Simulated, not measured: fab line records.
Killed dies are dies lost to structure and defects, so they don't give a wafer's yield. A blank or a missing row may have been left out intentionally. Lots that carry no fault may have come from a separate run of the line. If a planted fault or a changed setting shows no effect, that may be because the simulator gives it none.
Which tool was responsible?    flow berkeley-cmos170    Sampling: 14 lots, 42 wafers, 4 of 331 route steps

## WHAT EACH GAUGE READ, for each wafer
UCB170_PLDD_CD_MEAS_06 targets a cd of 1200 nm.
lot   measured      on         cd-nm (nm)
L374  day 6 05:23   cd-sem-02  1200.5 1199.9 1198.7
L375  day 6 06:02   cd-sem-02  1199.5 1199.9 1199.2
L377  day 7 07:49   cd-sem-01  1199.6 1200.5 1200.2
L379  day 7 07:54   cd-sem-01  1200.6 1201.5 1200.0
L380  day 8 04:25   cd-sem-02  1199.9 1199.4 1199.5
L383  day 8 21:53   cd-sem-01  1197.2 1198.1 1197.6
L385  day 8 22:01   cd-sem-01  1198.7 1200.1 1199.7
L392  day 10 10:22  cd-sem-01  1202.1 1202.5 1203.8
L393  day 10 10:44  cd-sem-01  1200.3 1202.2 1201.6
L396  day 10 13:17  cd-sem-01  1200.1 1200.8 1201.6
L394  day 10 12:22  cd-sem-02  1201.9 1202.2 1202.8
L395  day 10 11:08  cd-sem-02  1202.9 1200.7 1200.7

UCB170_V1_OVL_MEAS_13.
lot   measured      on          V1_OVL (nm)
L374  day 7 11:02   overlay-01  7 10 1
L375  day 7 10:47   overlay-02  -2 -4 -7
L377  day 8 11:31   overlay-02  -4 -3 -6
L379  day 8 11:15   overlay-01  1 0 -13
L380  day 9 06:47   overlay-01  7 3 0
L383  day 10 02:53  overlay-01  -3 0 -2
L385  day 10 02:37  overlay-02  3 2 -4
L392  day 11 23:32  overlay-01  -5 2 7
L393  day 11 23:23  overlay-01  2 -4 -3
L396  day 11 23:07  overlay-01  -2 -5 -5
L394  day 11 17:47  overlay-01  0 1 -8
L395  day 11 17:51  overlay-01  6 1 13

## TOOL THAT RAN EACH LOT (tool first, then ch and the chambers of the sampled wafers, then the start)
lot   UCB170_NWELL_STRIP_15                UCB170_WELLDRIVE_ANNEAL_03
L374  plasma-asher-03 ch 0,1, day 2 12:56  furnace-03 ch 0, day 3 20:52
L375  plasma-asher-04 ch 0,1, day 2 13:11  furnace-03 ch 0, day 3 20:52
L377  plasma-asher-03 ch 0,1, day 3 01:46  furnace-03 ch 0, day 4 12:29
L379  plasma-asher-04 ch 0,1, day 3 21:21  furnace-03 ch 0, day 5 03:16
L380  plasma-asher-03 ch 0,1, day 4 03:17  furnace-02 ch 0, day 5 08:10
L382  plasma-asher-01 ch 0,1, day 4 11:14  furnace-03, day 6 01:13
L383  plasma-asher-01 ch 0,1, day 4 11:25  furnace-03 ch 0, day 5 21:07
L384  plasma-asher-04 ch 0,1, day 4 14:59  furnace-03, day 6 01:13
L385  plasma-asher-04 ch 0,1, day 4 19:57  furnace-03 ch 0, day 6 01:13
L392  plasma-asher-04 ch 0,1, day 6 06:35  furnace-02 ch 0, day 7 18:51
L393  plasma-asher-04 ch 0,1, day 6 18:29  furnace-03 ch 0, day 8 05:52
L396  plasma-asher-01 ch 1, day 6 21:28    furnace-03 ch 0, day 8 05:52
L394  plasma-asher-04 ch 0,1, day 6 21:35  furnace-03 ch 0, day 8 05:52
L395  plasma-asher-01 ch 0,1, day 6 21:50  furnace-03 ch 0, day 8 05:52
- UCB170_NWELL_STRIP_15: strips in O2.
- UCB170_WELLDRIVE_ANNEAL_03: time 900 s.

## AS READ BY THE TOOLS THEMSELVES (means over the sampled wafers that have a number; for cases with no such wafer, the mark the record gives instead)
UCB170_NWELL_STRIP_15.
lot   tool             chamber-pressure-mTorr (mTorr)  drypump-motor-current-A (A)  oes-product-au (a.u.)  strip-time-to-endpoint-s (s)
L374  plasma-asher-03  3502                            5.5                          0.722                  18.03
L375  plasma-asher-04  3497                            6.1                          0.721                  17.99
L377  plasma-asher-03  3500                            5.5                          0.722                  18.03
L379  plasma-asher-04  3499                            6.1                          0.721                  18.00
L380  plasma-asher-03  3500                            5.3                          0.719                  18.03
L382  plasma-asher-01  3500                            5.9                          0.722                  18.09
L383  plasma-asher-01  3504                            6.3                          0.719                  18.09
L384  plasma-asher-04  3497                            6.1                          0.718                  18.02
L385  plasma-asher-04  3501                            6.1                          0.723                  18.16
L392  plasma-asher-04  3499                            5.8                          0.723                  17.98
L393  plasma-asher-04  3499                            6.1                          0.722                  17.91
L396  plasma-asher-01  3500                            6.8                          0.719                  18.00
L394  plasma-asher-04  3497                            6.1                          0.716                  18.12
L395  plasma-asher-01  3497                            5.9                          0.722                  18.05

UCB170_WELLDRIVE_ANNEAL_03.
lot   tool        spike-tc-centre-C (C)  spike-tc-load-C (C)
L374  furnace-03  1101.7                 1128.0
L375  furnace-03  1101.8                 1127.5
L377  furnace-03  1102.3                 1127.6
L379  furnace-03  1101.6                 1128.0
L380  furnace-02  1101.2                 1130.5
L382  furnace-03  -                      -
L383  furnace-03  1101.5                 1128.5
L384  furnace-03  -                      -
L385  furnace-03  1102.3                 1128.5
L392  furnace-02  1100.7                 1130.9
L393  furnace-03  1101.3                 1128.4
L396  furnace-03  1102.5                 1128.0
L394  furnace-03  1102.8                 1128.6
L395  furnace-03  1102.3                 1127.9

## THE ANSWER, worked out from the rows above alone
Rule: what is usual is taken from the lots themselves. The widest of any qualifying gaps counts: lots, ordered by their means at a reading, are off when they make up no more than a third of the lots, leave a main group of 4 or more, and stand apart from it by 3 or more times the standard deviation of that group's means. Not used: any main group whose means are identical at the precision the tables above print for the reading. Also off: a lot with no number at a reading for which 4 or more lots have one. Any other lot the step has rows for is counted as sound. First the gauges in route order, then the tools' own readings, where a lot's mean is used as printed above. The first step at which some lot is off is used, and at that step the reading that is off furthest; a lot without a number counts as furthest.
Off: L382, L384 (UCB170_WELLDRIVE_ANNEAL_03, spike-tc-centre-C). Without a number there: L382, L384. For the main group the mean is 1101.8 C and the standard deviation 0.59.
A tool fits if, at that step or a process step before it, it ran every lot that is off, and no sound lot after the first of them. Of those tried, none fits.

## WHAT THE SIMULATOR HAD PUT IN
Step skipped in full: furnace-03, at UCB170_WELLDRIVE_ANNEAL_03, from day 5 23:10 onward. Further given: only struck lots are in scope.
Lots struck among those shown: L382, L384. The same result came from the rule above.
